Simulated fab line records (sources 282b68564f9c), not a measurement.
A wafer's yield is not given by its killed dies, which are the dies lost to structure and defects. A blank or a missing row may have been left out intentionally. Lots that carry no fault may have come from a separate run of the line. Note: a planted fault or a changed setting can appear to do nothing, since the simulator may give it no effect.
fab line records	flow ritCmos
record lots=6	wafers=18	lastDay=8
route steps=202 shown PLDD@118 SPACER@125 M1@202
lots with no fault: from the same line, run without faults
startH: hours from the record's first day to the start of the lot's first wafer shown	waitH: time in hours since the lot's previous step	" the same as in the row above	L1.1+2: a single row standing in for several wafers	- value missing, or start not given	* or withheld: withheld	< > ~ a bound
route shown NAME@n: NAME is a module with steps in the file, n the number in the route of the first one	usual: average and standard deviation across the fault-free wafers	same: alike in all rows	chamber/n: place in a boat	sites: each site's reading	_std_site: standard deviation of those values	_edge_site: inner sites' mean taken away from outer sites' mean	radiusMm: how far each site lies from the wafer's centre	mask NAME#n: copy n	behind: the last tool/chamber to shape the wafer	hold: the reason the lot was held/the length of the hold in hours/how it ended	device: names the non-switching transistor (n, p or np)	end of line: tests of these same wafers at the route's end	step lacking rows: just its recipe	killed: count of dies lost to structure and defects at first sort (not the wafer's yield)	map: the dies of a wafer, with x for killed, . for not killed, _ for no die there
set.NAME: the setting the step ran with; set.NAME@STEP: the setting that earlier step ran with	model.NAME: the simulator's own value behind a step, which no gauge read
certain route steps with their lots: each step a table, each wafer a row
services: when a tool's chamber went out of use (startH, in hours from the record's first day, below 0 if earlier), for how many hours, and the reason
## steps
# step RIT_PLDD_PEB_04
# recipe resist=NOVOLAK	tempC=withheld	timeS=withheld
# step RIT_PLDD_DEVELOP_05
# recipe resist=NOVOLAK	developTimeS=50	devTempC=23
# step RIT_PLDD_OVL_MEAS_06
# usual PLDD_OVL=-0.5/1.6
lot.wafer	tool	chamber	startH	waitH	PLDD_OVL[nm]
L965.3	overlay-01	-	91.65	-	0.3
L965.4	"	-	"	"	-1.3
L965.5	"	-	"	"	-0.7
L968.1	overlay-02	-	103.70	-	0.9
L968.2	"	-	"	"	1.8
L968.4	"	-	"	"	0.5
L969.2	overlay-01	-	115.25	-	-0.7
L969.5	"	-	"	"	-0.8
L969.6	"	-	"	"	0.9
L971.2	overlay-02	-	127.66	-	0.2
L971.4	"	-	"	"	0.7
L971.6	"	-	"	"	-0.1
L981.4	overlay-02	-	163.33	-	-0.4
L981.5	"	-	"	"	-1.3
L981.6	"	-	"	"	-1.8
L982.1	overlay-02	-	166.41	-	-0.4
L982.2	"	-	"	"	-0.5
L982.5	"	-	"	"	2.2
# step RIT_PLDD_HARDBAKE_07
# recipe resist=NOVOLAK	tempC=140	timeS=60
# step RIT_PLDD_IMPLANT_08
# recipe species=BF2	energyKev=19.73	doseCm2=9e+14	tiltDeg=7
# step RIT_PLDD_STRIP_09
# recipe chemistry=O2	timeS=180	resist=NOVOLAK	platenTempC=withheld	powerW=500	pressureMtorr=4000	o2FlowSccm=4000
# usual drypumpMotorCurrentA=5.9/0.69
# same timeS=180
lot.wafer	tool	chamber	startH	waitH	drypumpMotorCurrentA	rfHoursCounterH
L965.3	plasmaAsher-03	1	92.03	0.1	5.5	-
L965.4	"	0	"	"	5.9	-
L965.5	"	0	"	"	5.9	-
L968.1	plasmaAsher-04	0	104.03	0.1	6.6	44
L968.2	"	1	"	"	5.0	44
L968.4	"	0	"	"	6.6	-
L969.2	plasmaAsher-04	0	115.58	0.1	6.6	45
L969.5	"	0	"	"	6.5	-
L969.6	"	1	"	"	5.0	-
L971.2	plasmaAsher-04	1	127.99	0.1	5.0	46
L971.4	"	0	"	"	6.6	-
L971.6	"	1	"	"	5.0	-
L981.4	plasmaAsher-02	0	163.82	0.1	6.5	-
L981.5	"	1	"	"	6.7	-
L981.6	"	0	"	"	6.5	-
L982.1	plasmaAsher-04	1	166.75	0.1	5.0	52
L982.2	"	0	"	"	6.6	52
L982.5	"	1	"	"	5.0	-
# step RIT_PLDD_TW_MEAS_10
# usual PLDD_TW=2360/13
lot.wafer	tool	chamber	startH	waitH	PLDD_TW
L965.3	filmMetro-04	-	92.17	0.1	2377
L965.4	"	-	"	"	2376
L965.5	"	-	"	"	2382
L968.1	filmMetro-02	-	104.21	0.1	2339
L968.2	"	-	"	"	2337
L968.4	"	-	"	"	2337
L969.2	filmMetro-02	-	115.76	0.1	2331
L969.5	"	-	"	"	2342
L969.6	"	-	"	"	2334
L971.2	filmMetro-01	-	128.18	0.1	2374
L971.4	"	-	"	"	2372
L971.6	"	-	"	"	2357
L981.4	filmMetro-04	-	163.96	0.1	2375
L981.5	"	-	"	"	2375
L981.6	"	-	"	"	2380
L982.1	filmMetro-02	-	166.92	0.1	2344
L982.2	"	-	"	"	2353
L982.5	"	-	"	"	2337
# step RIT_SPACER_CLEAN_00
# recipe chemistry=SC1	mix=3:3:50	timeS=600	tempC=75
# step RIT_SPACER_CLEAN_01
# recipe chemistry=dHF	dilution=50:1	timeS=30
# step RIT_SPACER_CLEAN_02
# recipe chemistry=SC2	mix=3:3:50	timeS=600	tempC=75	dry=n2Spin
# step RIT_SPACER_CVD_03
# recipe material=Si3N4	targetThkNm=250	tempC=810	precursor=SiH2Cl2/NH3	timeS=3300	pressureMtorr=300	sih2cl2FlowSccm=60	nh3FlowSccm=150
# step RIT_SPACER_THK_MEAS_04
# recipe reads=Si3N4_of_SPACER_CVD_03
# usual SPACER_NITRIDE_THK=249.0/2.3
lot.wafer	tool	chamber	startH	waitH	SPACER_NITRIDE_THK[nm]
L965.3	filmMetro-02	-	94.52	0.0	252.0
L965.4	"	-	"	"	252.8
L965.5	"	-	"	"	250.2
L968.1	filmMetro-04	-	106.55	0.0	250.1
L968.2	"	-	"	"	250.2
L968.4	"	-	"	"	251.4
L969.2	filmMetro-02	-	118.12	0.0	244.8
L969.5	"	-	"	"	244.2
L969.6	"	-	"	"	246.4
L971.2	filmMetro-04	-	130.52	0.0	248.6
L971.4	"	-	"	"	249.8
L971.6	"	-	"	"	248.5
L981.4	filmMetro-03	-	167.62	0.0	246.2
L981.5	"	-	"	"	246.5
L981.6	"	-	"	"	247.4
L982.1	filmMetro-02	-	170.92	0.0	249.9
L982.2	"	-	"	"	251.1
L982.5	"	-	"	"	249.9
# step RIT_SPACER_ETCHBACK_05
# recipe targetDepthA=2500	SF6_flow_sccm=30	CHF3_flow_sccm=30	target=Si3N4	chemistry=SF6/CHF3	pressureMtorr=40	rfW=250	timeS=240	stopOn=SiO2
# usual drypumpMotorCurrentA=5.9/0.42	oesProductAu=0.847/0.015	throttleValvePct=10.27/0.21
# same timeS=240
lot.wafer	tool	chamber	startH	waitH	drypumpMotorCurrentA	oesProductAu	rfHoursCounterH	throttleValvePct	model.etch.depthNm	model.poly-Si_of_GATE_CVD_08.thkNm	model.Si3N4_of_SPACER_CVD_03.thkNm
L965.3	rieDiel-02	1	94.56	0.0	6.5	0.852	21	10.09	252.1	167.7	197.4
L965.4	"	3	"	"	5.8	0.871	137	10.07	252.7	166.8	197.3
L965.5	"	0	"	"	5.6	0.861	-	10.45	250.4	165.4	195.3
L968.1	rieDiel-03	3	106.61	0.1	5.7	0.826	80	10.36	250.4	169.5	196.4
L968.2	"	0	"	"	6.5	0.831	2	10.10	250.2	170.8	197.2
L968.4	"	0	"	"	6.5	0.841	-	10.09	251.1	171	197.8
L969.2	rieDiel-03	3	118.17	0.0	5.7	0.760	80	10.35	222.1	187.9	207.1
L969.5	"	3	"	"	5.7	0.752	-	10.34	220.4	189.2	207
L969.6	"	0	"	"	6.5	0.744	-	10.08	217.3	189.1	209.5
L971.2	rieDiel-03	2	130.57	0.0	5.8	0.806	146	10.50	222.2	184.4	210.3
L971.4	"	3	"	"	5.7	0.764	80	10.34	222.3	184.3	211.4
L971.6	"	2	"	"	5.8	0.794	-	10.51	223.3	184.4	210.3
L981.4	rieDiel-01	0	167.72	0.1	6.1	0.841	-	10.53	246.1	169.4	193.3
L981.5	"	2	"	"	5.4	0.841	-	9.99	246.7	166	192.1
L981.6	"	1	"	"	6.2	0.841	-	10.42	247.3	171.6	194.2
L982.1	rieDiel-01	0	170.98	0.1	6.1	0.855	94	10.54	250	167.1	196.6
L982.2	"	1	"	"	6.2	0.845	33	10.45	251.1	167.3	197
L982.5	"	0	"	"	6.1	0.860	-	10.54	250.2	166.1	196.1
# step RIT_M1_PROBE_99
# usual killedAtContacts=0.1/0.28	killedAtFrontEnd=7.1/2.8	killedDies=7.1/2.9	killedOnRim=1.9/1.5	killedOpen=3.4/2	killedShort=3.6/2.1
# same grossDies=264	killed_at_M0_to_M3=0	killed_at_M4_up=0	killedAtBackSide=0	killedAtOther=0
lot.wafer	tool	chamber	startH	waitH	hold	killedAtContacts	killedAtFrontEnd	killedDies	killedOnRim	killedOpen	killedShort
L965.3	prober-02	-	105.77	0.2	-	0	7	7	3	4	3
L965.4	prober-02	-	105.82	0.2	-	0	2	2	0	0	2
L965.5	prober-02	-	105.87	0.2	-	0	7	7	1	4	3
L968.1	prober-01	-	118.87	0.1	-	0	9	9	4	4	5
L968.2	prober-01	-	118.92	0.1	-	0	8	8	4	6	2
L968.4	prober-01	-	119.02	0.2	-	0	6	6	3	3	3
L969.2	prober-02	-	129.51	0.1	awaitDispo/2.5h/scrap	0	264	264	70	0	6
L969.5	prober-02	-	129.66	0.2	awaitDispo/2.5h/scrap	0	264	264	70	5	5
L969.6	prober-02	-	129.71	0.2	awaitDispo/2.5h/scrap	0	264	264	70	0	3
L971.2	prober-02	-	141.69	0.1	awaitDispo/10.9h/scrap	0	264	264	70	4	1
L971.4	prober-02	-	141.79	0.2	awaitDispo/10.9h/scrap	2	262	264	70	4	7
L971.6	prober-02	-	141.89	0.2	awaitDispo/10.9h/scrap	0	264	264	70	1	3
L981.4	prober-02	-	180.60	0.2	-	0	6	6	3	2	4
L981.5	prober-02	-	180.65	0.2	-	0	8	8	0	3	5
L981.6	prober-02	-	180.70	0.2	-	0	6	6	2	5	1
L982.1	prober-01	-	182.51	0.1	-	0	6	6	3	2	4
L982.2	prober-01	-	182.56	0.1	-	0	4	4	1	1	3
L982.5	prober-01	-	182.71	0.2	-	0	10	10	3	2	8
# killed by level:class
L965.3 GATE:geometricParticle:open=2 GATE:geometricParticle:short=2 FOX1:geometricParticle:short=1 REOX:geometricParticle:open=1 SILICIDE:geometricParticle:open=1
L965.4 FOX1:geometricParticle:short=2
L965.5 GATE:geometricParticle:short=2 FOX1:geometricParticle:open=1 GATE:geometricParticle:open=1 REOX:geometricParticle:short=1 SPACER:geometricParticle:open=1 SILICIDE:geometricParticle:open=1
L968.1 GATE:geometricParticle:open=4 SILICIDE:geometricParticle:short=2 FOX1:geometricParticle:short=1 GATE:geometricParticle:short=1 REOX:geometricParticle:short=1
L968.2 GATE:geometricParticle:open=3 SPACER:geometricParticle:open=2 FOX2:geometricParticle:open=1 GATE:geometricParticle:short=1 SILICIDE:geometricParticle:short=1
L968.4 FOX1:geometricParticle:short=1 GATE:geometricParticle:open=1 REOX:geometricParticle:open=1 SPACER:geometricParticle:open=1 SPACER:geometricParticle:short=1 SILICIDE:geometricParticle:short=1
L969.2 SPACER:areaEtchback=258 GATE:geometricParticle:short=3 FOX2:geometricParticle:short=1 REOX:geometricParticle:short=1 SILICIDE:geometricParticle:short=1
L969.5 SPACER:areaEtchback=254 FOX1:geometricParticle:short=3 REOX:geometricParticle:open=2 FOX1:geometricParticle:open=1 GATE:geometricParticle:open=1 SPACER:geometricParticle:open=1 SPACER:geometricParticle:short=1 SILICIDE:geometricParticle:short=1
L969.6 SPACER:areaEtchback=261 GATE:geometricParticle:short=2 SPACER:geometricParticle:short=1
L971.2 SPACER:areaEtchback=259 FOX1:geometricParticle:open=4 GATE:geometricParticle:short=1
L971.4 SPACER:areaEtchback=253 FOX1:geometricParticle:short=3 SPACER:geometricParticle:open=2 FOX1:geometricParticle:open=1 GATE:geometricParticle:short=1 REOX:geometricParticle:short=1 SPACER:geometricParticle:short=1 CONTACT:geometricParticle:open=1
L971.6 SPACER:areaEtchback=260 FOX1:geometricParticle:short=3 REOX:geometricParticle:open=1
L981.4 GATE:geometricParticle:short=2 GATE:geometricParticle:open=2 SPACER:geometricParticle:short=2
L981.5 GATE:geometricParticle:short=3 FOX2:geometricParticle:short=1 GATE:geometricParticle:open=1 REOX:geometricParticle:short=1 REOX:geometricParticle:open=1 SILICIDE:geometricParticle:open=1
L981.6 GATE:geometricParticle:open=5 FOX1:geometricParticle:short=1
L982.1 GATE:geometricParticle:short=3 FOX1:geometricParticle:open=1 SPACER:geometricParticle:short=1 SILICIDE:geometricParticle:open=1
L982.2 FOX2:geometricParticle:short=1 GATE:geometricParticle:short=1 REOX:geometricParticle:short=1 SPACER:geometricParticle:open=1
L982.5 GATE:geometricParticle:short=5 FOX1:geometricParticle:short=1 FOX2:geometricParticle:short=1 REOX:geometricParticle:short=1 REOX:geometricParticle:open=1 SPACER:geometricParticle:open=1
# map L969.2 (x killed, . not)
________xxxxxxx_______
_____xxxxxxxxxxxxx____
____xxxxxxxxxxxxxxx___
___xxxxxxxxxxxxxxxxx__
__xxxxxxxxxxxxxxxxxxx_
__xxxxxxxxxxxxxxxxxxx_
_xxxxxxxxxxxxxxxxxxxxx
_xxxxxxxxxxxxxxxxxxxxx
_xxxxxxxxxxxxxxxxxxxxx
_xxxxxxxxxxxxxxxxxxxxx
__xxxxxxxxxxxxxxxxxxx_
__xxxxxxxxxxxxxxxxxxx_
___xxxxxxxxxxxxxxxxx__
____xxxxxxxxxxxxxxx___
_____xxxxxxxxxxxxx____
________xxxxxxx_______
# map L971.2 (x killed, . not)
________xxxxxxx_______
_____xxxxxxxxxxxxx____
____xxxxxxxxxxxxxxx___
___xxxxxxxxxxxxxxxxx__
__xxxxxxxxxxxxxxxxxxx_
__xxxxxxxxxxxxxxxxxxx_
_xxxxxxxxxxxxxxxxxxxxx
_xxxxxxxxxxxxxxxxxxxxx
_xxxxxxxxxxxxxxxxxxxxx
_xxxxxxxxxxxxxxxxxxxxx
__xxxxxxxxxxxxxxxxxxx_
__xxxxxxxxxxxxxxxxxxx_
___xxxxxxxxxxxxxxxxx__
____xxxxxxxxxxxxxxx___
_____xxxxxxxxxxxxx____
________xxxxxxx_______
## services
tool	chamber	startH	hours	kind
rieDiel-01	2	72.70	12.5	repair
rieDiel-01	1	72.79	3.0	repair
rieDiel-03	-	86.39	1.6	repair
rieDiel-03	3	89.75	6.1	repair
rieDiel-03	-	91.46	0.5	repair
rieDiel-03	1	99.35	-	clean
rieDiel-03	1	99.35	19.9	scheduledDown
rieDiel-03	1	99.35	19.9	ventCycle
plasmaAsher-03	-	108.75	9.0	pm
plasmaAsher-03	0	108.75	9.0	ventCycle
plasmaAsher-03	1	108.75	9.0	ventCycle
plasmaAsher-03	0	117.75	-	clean
plasmaAsher-03	1	117.75	-	clean
rieDiel-02	2	118.60	12.6	repair
rieDiel-02	-	122.05	0.5	repair
plasmaAsher-04	-	125.04	1.7	repair
plasmaAsher-02	-	126.86	2.8	pm
rieDiel-01	-	129.44	4.3	pm
rieDiel-01	0	137.90	23.8	repair
rieDiel-01	3	165.38	-	clean
rieDiel-02	2	165.60	6.9	repair
rieDiel-02	-	166.32	2.8	pm
## key
firstSign step=RIT_SPACER_ETCHBACK_05	reading=oesProductAu	direction=down	sigmas=5.2	usual=0.847	struck=0.770
effect step=RIT_M1_PROBE_99	reading=killedAtFrontEnd	direction=up	sigmas=91	usual=7.1	struck=263.7
modelEffect step=RIT_SPACER_ETCHBACK_05	value=etch.depthNm	without=247.1	struck=221.3
moreKillsBornAt RIT_SPACER_ETCHBACK_05@rieDiel-03=1545
metAt RIT_SPACER_ETCHBACK_05
struckWafers L969.2,L969.5,L969.6,L971.2,L971.4,L971.6
laterRowsLeftOut L969.2,L969.5,L969.6,L971.2,L971.4,L971.6
testerLeftOut L969,L971
onsetBetween 106.61 118.17
fault kind=processParameterDrift	tool=rieDiel-03	chamber=-	onsetH=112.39	steps=RIT_SPACER_ETCHBACK_05	channel=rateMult	offset=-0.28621	shape=step	endH=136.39
# testerLeftOut: of these lots the tester's yield and bins aren't shown, on N5 and GAA mostly nor the transistor test; their killed dies are dies lost to structure and defects alone, not to doping, threshold or leakage, so they don't give the yield
# laterRowsLeftOut: the simulator's readings of these wafers behind a module that went badly wrong aren't trusted and aren't shown, but for the sort
